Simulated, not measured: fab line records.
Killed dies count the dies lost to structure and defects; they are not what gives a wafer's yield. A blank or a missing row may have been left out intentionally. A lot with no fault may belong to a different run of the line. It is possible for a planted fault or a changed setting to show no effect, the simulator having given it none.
A single fault, viewed from 2 desks | flow berkeleyCmos170 | each desk has only its own numbers; what lay behind them comes last

== TOOL OWNER'S DESK, pvdSputter-03 ==
The tool's own readings at UCB170_M2_SPUTTER_01 (material Al, target thk 900 nm, time 120 s): means of the sampled wafers that have a number, for each lot that ran on this tool. Any lot whose mean is over 4 standard deviations away from the usual mean is out of limits and marked OUT; that distance is given in the brackets.
Columns: A = chamberPressurePa at UCB170_M2_SPUTTER_01, usual 0.5000 Pa; B = throttleValvePct at UCB170_M2_SPUTTER_01, usual 30.2 %
lot  | first seen here | A      | B
L968 | day 8 08:31     | 0.5002 | 30.6
L972 | day 8 14:58     | 0.4994 | 29.7
L976 | day 8 23:42     | 0.4993 | 30.4
L977 | day 9 17:14     | 0.4995 | 30.0
L982 | day 10 23:26    | 0.5001 | 30.1
L984 | day 11 07:00    | 0.5003 | 29.8
Finding of this desk: none of the 6 lots has anything out of limits.

== METROLOGY DESK ==
Lot by lot, what the gauges showed, no matter which tool ran the lot: averages of those sampled wafers that carry a number. Any lot whose mean is over 4 standard deviations away from the usual mean is out of limits and marked OUT; that distance is given in the brackets.
Columns: A = cdNm at UCB170_M1_CD_MEAS_09, usual 700.0 nm; B = V1_BOW at UCB170_V1_BOW_MEAS_03, usual 19 um; C = M2_AL_RS at UCB170_M2_RS_MEAS_02, usual 0.03243 ohm/sq; D = M2_AL_THK at UCB170_M2_THK_MEAS_03, usual 870 nm
lot  | first seen here | A     | B  | C                 | D
L970 | day 8 00:17     | 699.9 | 20 | 0.03268           | 870
L969 | day 8 00:22     | 698.6 | 22 | 0.03245           | 873
L968 | day 8 02:14     | 699.5 | 22 | 0.03258           | 867
L971 | day 8 05:44     | 700.9 | 23 | 0.03214           | 879
L972 | day 8 06:20     | 699.7 | 15 | 0.03282           | 864
L976 | day 8 13:58     | 701.2 | 21 | 0.03266           | 867
L975 | day 8 15:10     | 699.4 | 19 | 0.03270           | 864
L977 | day 9 11:03     | 697.9 | 26 | 0.03262           | 867
L980 | day 9 21:08     | 698.5 | 22 | 0.03292           | 849
L982 | day 10 16:41    | 700.8 | 15 | 0.02727 (-17) OUT | 1029 (+19) OUT
L984 | day 11 00:55    | 700.4 | 23 | 0.02710 (-18) OUT | 1036 (+19) OUT
L988 | day 11 15:35    | 702.4 | 18 | 0.03225           | 874
L989 | day 11 23:04    | 700.1 | 17 | 0.03218           | 877
L990 | day 12 06:26    | 701.6 | 19 | 0.03249           | 868
This desk's result: L982, L984 out of limits, first on L982 (M2_AL_RS at UCB170_M2_RS_MEAS_02), day 10 23:34. In limits: L970, L969, L968, L971, L972, L976, L975, L977, L980, L988, L989, L990.

== BROUGHT TOGETHER ==
The metrology desk could have raised an alarm at day 10 23:34, on L982, L984.
The desk of the tool owner found nothing out of limits.
Tool owner's desk: L982, L984 on record, inside its limits.
On pvdSputter-03, each named lot ran UCB170_M2_SPUTTER_01.

== WHAT WAS PUT IN BY THE SIMULATOR ==
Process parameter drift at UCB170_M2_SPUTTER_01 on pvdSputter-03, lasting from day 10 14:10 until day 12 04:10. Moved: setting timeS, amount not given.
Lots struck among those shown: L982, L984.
Time in hours between the start of the fault and the first out-of-limits reading at each desk: metrology desk, 9.
